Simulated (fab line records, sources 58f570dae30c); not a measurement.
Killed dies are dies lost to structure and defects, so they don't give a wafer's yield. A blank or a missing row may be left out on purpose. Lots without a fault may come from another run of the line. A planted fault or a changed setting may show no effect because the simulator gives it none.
fab line records | flow berkeley_cmos170 | part 1 of 2: steps 1 to 24 of 34
record lots=5 wafers=15 last_day=12
route steps=331 shown NWELL@18 PWELL@34
lots that met no fault: from a run of the same line without faults
start_h: hours from the record's first day to the start of the lot's first wafer shown | wait_h: hours since the lot's step before | " the same as in the row above | L1.1+2: a row that stands for several wafers | - no value, or no start given | * or withheld: withheld | < > ~ a bound
route shown NAME@n: a module of which the file shows steps, and the number in the route of the first | usual: mean/standard deviation of fault-free wafers | same: alike in all rows | chamber/n: place in a boat | sites: the reading at each site | _std_site: their standard deviation | _edge_site: outer sites' mean less inner sites' | radius_mm: how far each site lies from the wafer's centre | mask NAME#n: copy n | behind: the tool/chamber that last shaped the wafer | hold: why the lot was held/for how many hours/how that ended | device: the transistor (n, p or np) that didn't switch | end of line: the same wafers' tests at the end of the route | a step without rows: its recipe alone | killed: dies lost to structure and defects at the first sort, not the wafer's yield | map: a wafer's dies, x killed, . not, _ none there
set.NAME: the setting as run; set.NAME@STEP: as run at that earlier step | model.NAME: the simulator's own value behind a step, which no gauge read
lots at some steps of the route; a table a step, a row a wafer
services: from which hour (start_h, from the record's first day; less than 0 if before it) a tool's chamber was out of use, for how many hours, and why
## steps
# step UCB170_NWELL_CVD_04
# recipe material=Si3N4 target_thk_nm=224 temp_c=800 precursor=SiH2Cl2/NH3 time_s=3360 pressure_mtorr=200 sih2cl2_flow_sccm=25 nh3_flow_sccm=75
# usual spike_tc_load_C=827.0/1.3
# columns lot.wafer tool chamber start_h wait_h spike_tc_load_C
L074.4 lpcvd-01 0 25.31 0.0 825.7
L074.5 " 0 " " 826.7
L074.6 " 0 " " 826.0
L083.3 lpcvd-01 0 78.89 0.0 826.8
L083.4 " 0 " " 825.2
L083.6 " 0 " " 826.5
L085.1 lpcvd-02 1 92.81 1.3 827.9
L085.5 " 1 " " 829.0
L085.6 " 1 " " 825.6
L089.1 lpcvd-01 1 108.39 0.0 826.2
L089.2 " 1 " " 827.6
L089.6 " 1 " " 826.4
L091.3 lpcvd-01 0 119.58 0.0 827.3
L091.5 " 0 " " 825.8
L091.6 " 0 " " 824.2
# step UCB170_NWELL_THK_MEAS_05
# recipe reads=Si3N4_of_NWELL_CVD_04
# usual NWELL_NITRIDE_THK=225.5/2
# columns lot.wafer tool chamber start_h wait_h NWELL_NITRIDE_THK[nm]
L074.4 film_metro-02 - 27.27 0.0 222.0
L074.5 " - " " 224.1
L074.6 " - " " 221.4
L083.3 film_metro-04 - 80.85 0.0 228.3
L083.4 " - " " 229.2
L083.6 " - " " 229.5
L085.1 film_metro-02 - 94.75 0.0 227.4
L085.5 " - " " 226.0
L085.6 " - " " 226.8
L089.1 film_metro-03 - 110.33 0.0 225.3
L089.2 " - " " 224.9
L089.6 " - " " 226.6
L091.3 film_metro-04 - 121.53 0.0 225.7
L091.5 " - " " 223.7
L091.6 " - " " 222.5
# step UCB170_NWELL_HMDS_06
# recipe prime_time_s=60 prime_temp_c=100
# usual chill_plate_temp_C=23.02/0.12
# same prime_time_s=60
# columns lot.wafer tool chamber start_h wait_h chill_plate_temp_C
L074.4 litho_track-04 0 27.38 0.1 23.18
L074.5 " 0 " " 23.25
L074.6 " 0 " " 23.17
L083.3 litho_track-02 0 81.04 0.2 22.95
L083.4 " 0 " " 22.81
L083.6 " 0 " " 22.84
L085.1 litho_track-02 0 94.83 0.1 22.88
L085.5 " 0 " " 22.91
L085.6 " 0 " " 22.88
L089.1 litho_track-04 0 110.66 0.3 23.12
L089.2 " 0 " " 22.98
L089.6 " 0 " " 22.96
L091.3 litho_track-03 0 121.80 0.3 22.82
L091.5 " 0 " " 23.00
L091.6 " 0 " " 22.82
# step UCB170_NWELL_COAT_07
# recipe resist=KrF spin_rpm=1500 resist_thk_nm=900
# usual chill_plate_temp_C=23.01/0.11 spin_speed_rpm=1499.9/1.1
# columns lot.wafer tool chamber start_h wait_h chill_plate_temp_C spin_speed_rpm
L074.4 litho_track-04 0 27.53 0.1 23.03 1501.2
L074.5 " 0 " " 22.95 1499.6
L074.6 " 0 " " 23.09 1500.3
L083.3 litho_track-02 0 81.19 0.1 22.83 1501.0
L083.4 " 0 " " 22.90 1500.6
L083.6 " 0 " " 22.81 1500.3
L085.1 litho_track-02 0 94.98 0.1 23.06 1500.3
L085.5 " 0 " " 22.99 1499.4
L085.6 " 0 " " 22.96 1501.0
L089.1 litho_track-04 0 110.81 0.1 23.07 1500.2
L089.2 " 0 " " 22.93 1500.1
L089.6 " 0 " " 23.10 1501.4
L091.3 litho_track-03 0 121.95 0.1 22.92 1499.2
L091.5 " 0 " " 23.04 1500.9
L091.6 " 0 " " 22.91 1500.2
# step UCB170_NWELL_SOFTBAKE_08
# recipe resist=KrF temp_c=130 time_s=60
# usual chill_plate_temp_C=22.98/0.11
# columns lot.wafer tool chamber start_h wait_h chill_plate_temp_C
L074.4 litho_track-04 0 27.68 0.1 23.03
L074.5 " 0 " " 23.14
L074.6 " 0 " " 23.07
L083.3 litho_track-02 0 81.34 0.1 23.08
L083.4 " 0 " " 23.00
L083.6 " 0 " " 23.07
L085.1 litho_track-02 0 95.13 0.1 22.89
L085.5 " 0 " " 22.92
L085.6 " 0 " " 22.92
L089.1 litho_track-04 0 110.96 0.1 22.98
L089.2 " 0 " " 22.98
L089.6 " 0 " " 22.81
L091.3 litho_track-03 0 122.10 0.1 23.02
L091.5 " 0 " " 23.08
L091.6 " 0 " " 22.97
# step UCB170_NWELL_EXPOSE_09
# recipe mask_id=NWELL target_cd_nm=3000 na=0.5 sigma_outer=0.6 source_shape=conventional dose_mj=25
# columns lot.wafer tool chamber start_h wait_h mask
L074.4+5+6 krf_scanner-02 0 27.81 0.1 NWELL#0
L083.3+4+6 krf_scanner-01 0 81.76 0.4 NWELL#0
L085.1+5+6 krf_scanner-01 0 95.41 0.3 NWELL#0
L089.1+2+6 krf_scanner-02 0 111.23 0.2 NWELL#0
L091.3+5+6 krf_scanner-01 0 122.37 0.2 NWELL#0
# step UCB170_NWELL_PEB_10
# recipe peb_temp_c=130 peb_time_s=withheld resist=KrF
# usual chill_plate_temp_C=22.98/0.093
# columns lot.wafer tool chamber start_h wait_h chill_plate_temp_C
L074.4 litho_track-04 0 27.94 0.1 22.92
L074.5 " 0 " " 22.92
L074.6 " 0 " " 22.97
L083.3 litho_track-03 0 81.97 0.2 23.07
L083.4 " 0 " " 23.05
L083.6 " 0 " " 23.05
L085.1 litho_track-02 0 96.01 0.6 22.87
L085.5 " 0 " " 22.88
L085.6 " 0 " " 22.84
L089.1 litho_track-02 0 111.66 0.4 23.00
L089.2 " 0 " " 23.04
L089.6 " 0 " " 22.98
L091.3 litho_track-02 0 122.77 0.4 22.90
L091.5 " 0 " " 22.97
L091.6 " 0 " " 23.00
# step UCB170_NWELL_DEVELOP_11
# recipe developer=TMAH develop_time_s=45 resist=KrF dev_temp_c=21
# usual chill_plate_temp_C=23.00/0.1
# columns lot.wafer tool chamber start_h wait_h chill_plate_temp_C
L074.4 litho_track-04 0 - - 22.97
L074.5 " 0 " " 23.08
L074.6 " 0 " " 22.97
L083.3 litho_track-03 0 - - 22.97
L083.4 " 0 " " 22.89
L083.6 " 0 " " 22.85
L085.1 litho_track-02 0 - - 23.14
L085.5 " 0 " " 23.01
L085.6 " 0 " " 23.10
L089.1 litho_track-02 0 - - 23.08
L089.2 " 0 " " 23.00
L089.6 " 0 " " 23.03
L091.3 litho_track-02 0 - - 22.96
L091.5 " 0 " " 22.87
L091.6 " 0 " " 22.89
# step UCB170_NWELL_OVL_MEAS_12
# usual NWELL_OVL=-2/5.5
# columns lot.wafer tool chamber start_h wait_h NWELL_OVL[nm]
L074.4 overlay-02 - 28.16 - -1
L074.5 " - " " -4
L074.6 " - " " -4
L083.3 overlay-01 - 82.21 - -19
L083.4 " - " " -15
L083.6 " - " " -10
L085.1 overlay-01 - 96.28 - -4
L085.5 " - " " -6
L085.6 " - " " 1
L089.1 overlay-02 - 111.93 - 3
L089.2 " - " " -3
L089.6 " - " " 1
L091.3 overlay-01 - 123.00 - -2
L091.5 " - " " -5
L091.6 " - " " 6
# step UCB170_NWELL_ETCH_13
# recipe chemistry=CH3F/Ar/O2 target=Si3N4 stop_on=SiO2 CH3F_flow_sccm=20 Ar_flow_sccm=50 O2_flow_sccm=7 pressure_mtorr=50 rf_w=450 target_depth_a=2464 over_etch_frac=0.1 time_s=154
# usual O2_flow_sccm=7.002/0.019 drypump_motor_current_A=5.6/0.49 oes_product_au=0.950/0.011 throttle_valve_pct=7.98/0.11
# same over_etch_frac=0.1
# columns lot.wafer tool chamber start_h wait_h O2_flow_sccm drypump_motor_current_A oes_product_au rf_hours_counter_h throttle_valve_pct
L074.4 rie_diel-04 2 28.18 0.0 7.010 5.7 0.948 10 7.95
L074.5 " 2 " " 6.988 5.7 0.957 - 7.98
L074.6 " 1 " " 6.979 5.0 0.946 - 7.98
L083.3 rie_diel-03 3 82.23 0.0 7.001 4.9 0.964 14 8.08
L083.4 " 1 " " 7.019 5.1 0.959 94 8.03
L083.6 " 2 " " 7.018 5.3 0.943 - 7.84
L085.1 rie_diel-03 2 96.32 0.0 6.997 5.3 0.952 21 7.85
L085.5 " 2 " " 7.027 5.3 0.946 - 7.83
L085.6 " 1 " " 7.029 5.1 0.940 - 8.02
L089.1 rie_diel-04 1 111.97 0.0 6.992 5.0 0.959 126 7.98
L089.2 " 3 " " 7.024 6.6 0.928 155 8.19
L089.6 " 0 " " 7.023 6.0 0.941 - 7.82
L091.3 rie_diel-03 0 123.03 0.0 6.979 5.7 0.951 132 8.08
L091.5 " 3 " " 7.031 4.9 0.958 - 8.09
L091.6 " 2 " " 7.006 5.3 0.936 - 7.84
# step UCB170_NWELL_IMPLANT_14
# recipe species=P dose_cm2=1e+13 energy_kev=150 tilt_deg=7
# usual faraday_current_uA=31.7/0.67
# columns lot.wafer tool chamber start_h wait_h faraday_current_uA
L074.4 implanter-03 0 28.36 0.1 31.1
L074.5 " 0 " " 30.7
L074.6 " 0 " " 32.4
L083.3 implanter-02 0 82.39 0.1 31.0
L083.4 " 0 " " 31.9
L083.6 " 0 " " 30.4
L085.1 implanter-04 0 96.42 0.1 32.1
L085.5 " 0 " " 31.2
L085.6 " 0 " " 32.0
L089.1 implanter-02 0 112.07 0.1 32.7
L089.2 " 0 " " 32.4
L089.6 " 0 " " 30.3
L091.3 implanter-02 0 123.18 0.1 31.8
L091.5 " 0 " " 31.7
L091.6 " 0 " " 31.1
# step UCB170_NWELL_STRIP_15
# recipe chemistry=O2 power_w=400 pressure_mtorr=3500 platen_temp_c=withheld o2_flow_sccm=400 overash_fraction=0.5
# usual drypump_motor_current_A=6.14/0.23 o2_flow_sccm=399.9/1.2 oes_product_au=0.721/0.0046 strip_time_to_endpoint_s=17.99/0.074
# columns lot.wafer tool chamber start_h wait_h drypump_motor_current_A o2_flow_sccm oes_product_au rf_hours_counter_h strip_time_to_endpoint_s
L074.4 plasma_asher-04 0 28.46 0.1 6.37 399.4 0.723 - 18.02
L074.5 " 1 " " 6.05 403.3 0.717 - 18.09
L074.6 " 0 " " 6.38 397.8 0.724 - 17.97
L083.3 plasma_asher-04 0 82.52 0.1 6.36 402.4 0.727 - 18.06
L083.4 " 1 " " 6.06 399.1 0.727 - 18.02
L083.6 " 1 " " 6.07 398.5 0.722 - 18.07
L085.1 plasma_asher-02 0 96.57 0.1 6.21 400.0 0.721 30 17.94
L085.5 " 0 " " 6.20 400.6 0.734 - 17.93
L085.6 " 1 " " 5.70 400.6 0.720 - 18.00
L089.1 plasma_asher-04 0 112.22 0.1 6.37 401.9 0.723 45 17.94
L089.2 " 1 " " 6.04 401.9 0.726 45 17.87
L089.6 " 0 " " 6.37 400.9 0.723 - 17.95
L091.3 plasma_asher-01 1 123.31 0.1 6.25 400.7 0.718 - 18.00
L091.5 " 0 " " 6.29 399.9 0.726 - 18.03
L091.6 " 1 " " 6.26 403.4 0.724 - 17.97
# step UCB170_NWELL_TW_MEAS_16
# usual NWELL_TW=1247/5.9
# columns lot.wafer tool chamber start_h wait_h NWELL_TW
L074.4 film_metro-04 - 28.56 0.1 1238
L074.5 " - " " 1241
L074.6 " - " " 1243
L083.3 film_metro-04 - 82.61 0.1 1242
L083.4 " - " " 1247
L083.6 " - " " 1243
L085.1 film_metro-02 - 96.67 0.1 1252
L085.5 " - " " 1252
L085.6 " - " " 1252
L089.1 film_metro-03 - 112.32 0.1 1247
L089.2 " - " " 1243
L089.6 " - " " 1242
L091.3 film_metro-03 - 123.40 0.1 1240
L091.5 " - " " 1245
L091.6 " - " " 1242
# step UCB170_NWELL_CLEAN_17
# recipe chemistry=SPM temp_c=120 time_s=600
# usual bath_heat_duty_pct=13.7/1.3
# columns lot.wafer tool chamber start_h wait_h bath_heat_duty_pct
L074.4 wet_bench-04 2 30.29 1.7 15.4
L074.5 " 2 " " 15.5
L074.6 " 2 " " 15.3
L083.3 wet_bench-04 1 82.65 0.0 15.2
L083.4 " 1 " " 13.8
L083.6 " 1 " " 14.9
L085.1 wet_bench-01 0 96.73 0.1 14.6
L085.5 " 0 " " 14.9
L085.6 " 0 " " 15.7
L089.1 wet_bench-04 0 112.38 0.1 12.0
L089.2 " 0 " " 11.4
L089.6 " 0 " " 13.0
L091.3 wet_bench-04 3 123.44 0.0 12.2
L091.5 " 3 " " 11.6
L091.6 " 3 " " 10.6
# step UCB170_NWELL_WET_ETCH_18
# recipe chemistry=H3PO4 target=Si3N4 temp_c=160 time_s=14400
# usual bath_heat_duty_pct=26.6/2.4
# columns lot.wafer tool chamber start_h wait_h bath_heat_duty_pct
L074.4 wet_bench-04 3 30.87 0.4 27.4
L074.5 " 3 " " 25.2
L074.6 " 3 " " 26.4
L083.3 wet_bench-02 3 82.82 0.0 29.2
L083.4 " 3 " " 28.2
L083.6 " 3 " " 28.8
L085.1 wet_bench-02 0 96.92 0.0 29.3
L085.5 " 0 " " 26.3
L085.6 " 0 " " 25.1
L089.1 wet_bench-04 0 112.56 0.0 26.5
L089.2 " 0 " " 25.1
L089.6 " 0 " " 27.4
L091.3 wet_bench-01 0 123.63 0.0 27.4
L091.5 " 0 " " 30.2
L091.6 " 0 " " 30.2
# step UCB170_NWELL_WET_ETCH_19
# recipe chemistry=BOE dilution=5:1 target=SiO2 temp_c=25 time_s=22
# usual bath_heat_duty_pct=6.0/0.8
# columns lot.wafer tool chamber start_h wait_h bath_heat_duty_pct
L074.4 wet_bench-01 3 34.88 0.0 5.9
L074.5 " 3 " " 6.1
L074.6 " 3 " " 5.8
L083.3 wet_bench-02 0 87.18 0.3 7.1
L083.4 " 0 " " 6.7
L083.6 " 0 " " 6.3
L085.1 wet_bench-02 1 101.10 0.2 6.0
L085.5 " 1 " " 5.7
L085.6 " 1 " " 5.6
L089.1 wet_bench-04 1 116.80 0.2 7.4
L089.2 " 1 " " 7.2
L089.6 " 1 " " 6.2
L091.3 wet_bench-04 2 128.40 0.0 7.1
L091.5 " 2 " " 6.8
L091.6 " 2 " " 6.2
# step UCB170_PWELL_CLEAN_00
# recipe chemistry=SPM temp_c=120 time_s=600
# usual bath_heat_duty_pct=13.2/1.6
# columns lot.wafer tool chamber start_h wait_h bath_heat_duty_pct
L074.4 wet_bench-04 2 34.90 0.0 15.2
L074.5 " 2 " " 15.8
L074.6 " 2 " " 15.3
L083.3 wet_bench-02 0 87.54 0.3 13.8
L083.4 " 0 " " 12.6
L083.6 " 0 " " 13.9
L085.1 wet_bench-04 0 101.46 0.3 11.9
L085.5 " 0 " " 12.8
L085.6 " 0 " " 13.2
L089.1 wet_bench-04 1 116.82 0.0 14.1
L089.2 " 1 " " 14.4
L089.6 " 1 " " 13.3
L091.3 wet_bench-02 3 128.42 0.0 14.8
L091.5 " 3 " " 15.2
L091.6 " 3 " " 15.0
# step UCB170_PWELL_CLEAN_01
# recipe chemistry=dHF dilution=25:1 time_s=60
# columns lot.wafer tool chamber start_h wait_h
L074.4+5+6 wet_bench-01 2 35.07 0.0
L083.3+4+6 wet_bench-01 2 88.38 0.7
L085.1+5+6 wet_bench-04 2 101.87 0.2
L089.1+2+6 wet_bench-02 0 116.99 0.0
L091.3+5+6 wet_bench-01 0 128.61 0.0
# step UCB170_PWELL_OXIDATION_02
# recipe temp_c=1000 ambient=O2 target_thk_a=264 ox_time_s=1260
# usual ox_temp_c=1000.1/0.39 spike_tc_load_C=1025.6/3
# columns lot.wafer tool chamber start_h wait_h ox_temp_c spike_tc_load_C
L074.4 furnace-01 0 36.38 1.3 1000.3 1022.8
L074.5 " 0 " " 1000.0 1021.3
L074.6 " 0 " " 999.6 1021.7
L083.3 furnace-01 0 88.66 0.3 999.4 1022.2
L083.4 " 0 " " 999.3 1023.1
L083.6 " 0 " " 1000.0 1020.6
L085.1 furnace-01 0 105.79 3.9 1000.4 1020.4
L085.5 " 0 " " 1000.3 1022.4
L085.6 " 0 " " 1000.4 1023.0
L089.1 furnace-04 0 121.47 4.5 999.8 1028.5
L089.2 " 0 " " 1000.1 1028.8
L089.6 " 0 " " 999.9 1028.2
L091.3 furnace-04 0 134.77 6.1 999.8 1028.4
L091.5 " 0 " " 999.9 1031.0
L091.6 " 0 " " 1000.5 1029.1
# step UCB170_PWELL_THK_MEAS_03
# recipe reads=SiO2_of_PWELL_OXIDATION_02
# usual PWELL_OXIDE_THK=26.3/0.54
# columns lot.wafer tool chamber start_h wait_h PWELL_OXIDE_THK[nm]
L074.4 film_metro-03 - 37.82 0.1 25.5
L074.5 " - " " 25.9
L074.6 " - " " 25.6
L083.3 film_metro-01 - 90.06 0.1 26.7
L083.4 " - " " 26.5
L083.6 " - " " 26.6
L085.1 film_metro-01 - 107.14 0.0 26.9
L085.5 " - " " 26.8
L085.6 " - " " 27.0
L089.1 film_metro-03 - 122.82 0.0 26.1
L089.2 " - " " 25.9
L089.6 " - " " 25.8
L091.3 film_metro-03 - 136.14 0.0 25.9
L091.5 " - " " 25.8
L091.6 " - " " 25.8
# step UCB170_PWELL_ANNEAL_04
# recipe temp_c=1000 time_s=900 ambient=N2
# usual spike_tc_load_C=1023.9/2.9
# columns lot.wafer tool chamber start_h wait_h spike_tc_load_C
L074.4 furnace-04 0 41.01 3.2 1027.4
L074.5 " 0 " " 1027.3
L074.6 " 0 " " 1027.7
L083.3 furnace-01 0 95.78 5.7 1021.9
L083.4 " 0 " " 1022.3
L083.6 " 0 " " 1020.7
L085.1 furnace-01 0 112.74 5.6 1021.4
L085.5 " 0 " " 1020.4
L085.6 " 0 " " 1021.6
L089.1 furnace-04 0 128.09 5.3 1027.9
L089.2 " 0 " " 1028.1
L089.6 " 0 " " 1028.0
L091.3 furnace-02 0 140.84 4.7 1024.9
L091.5 " 0 " " 1024.9
L091.6 " 0 " " 1025.8
# step UCB170_PWELL_CVD_05
# recipe material=Si3N4 target_thk_nm=220 temp_c=800 precursor=SiH2Cl2/NH3 time_s=3300 pressure_mtorr=200 sih2cl2_flow_sccm=25 nh3_flow_sccm=75
# usual spike_tc_load_C=826.9/1.4
# columns lot.wafer tool chamber start_h wait_h spike_tc_load_C
L074.4 lpcvd-01 1 42.26 0.0 827.5
L074.5 " 1 " " 827.6
L074.6 " 1 " " 825.8
L083.3 lpcvd-02 1 97.03 0.0 830.4
L083.4 " 1 " " 828.2
L083.6 " 1 " " 827.2
L085.1 lpcvd-01 0 113.99 0.0 826.8
L085.5 " 0 " " 826.2
L085.6 " 0 " " 826.8
L089.1 lpcvd-01 1 129.76 0.4 827.8
L089.2 " 1 " " 827.3
L089.6 " 1 " " 826.9
L091.3 lpcvd-01 0 142.09 0.0 825.3
L091.5 " 0 " " 825.4
L091.6 " 0 " " 825.8
# step UCB170_PWELL_THK_MEAS_06
# recipe reads=Si3N4_of_PWELL_CVD_05
# usual PWELL_NITRIDE_THK=221.2/1.9
# columns lot.wafer tool chamber start_h wait_h PWELL_NITRIDE_THK[nm]
L074.4 film_metro-01 - 44.21 0.0 222.3
L074.5 " - " " 222.8
L074.6 " - " " 221.8
L083.3 film_metro-01 - 98.96 0.0 221.7
L083.4 " - " " 221.9
L083.6 " - " " 220.5
L085.1 film_metro-03 - 115.91 0.0 221.7
L085.5 " - " " 220.4
L085.6 " - " " 220.0
L089.1 film_metro-01 - 131.68 0.0 217.7
L089.2 " - " " 216.2
L089.6 " - " " 218.9
L091.3 film_metro-01 - 144.03 0.0 218.9
L091.5 " - " " 219.5
L091.6 " - " " 217.5
# step UCB170_PWELL_HMDS_07
# recipe prime_time_s=60 prime_temp_c=100
# usual chill_plate_temp_C=22.99/0.12
# same prime_time_s=60
# columns lot.wafer tool chamber start_h wait_h chill_plate_temp_C
L074.4 litho_track-02 0 44.68 0.5 23.06
L074.5 " 0 " " 23.15
L074.6 " 0 " " 23.14
L083.3 litho_track-01 0 99.05 0.1 23.06
L083.4 " 0 " " 22.94
L083.6 " 0 " " 23.08
L085.1 litho_track-02 0 115.97 0.1 22.93
L085.5 " 0 " " 23.03
L085.6 " 0 " " 23.04
L089.1 litho_track-02 0 131.74 0.1 23.09
L089.2 " 0 " " 23.14
L089.6 " 0 " " 23.10
L091.3 litho_track-01 0 144.14 0.1 23.05
L091.5 " 0 " " 22.93
L091.6 " 0 " " 22.97
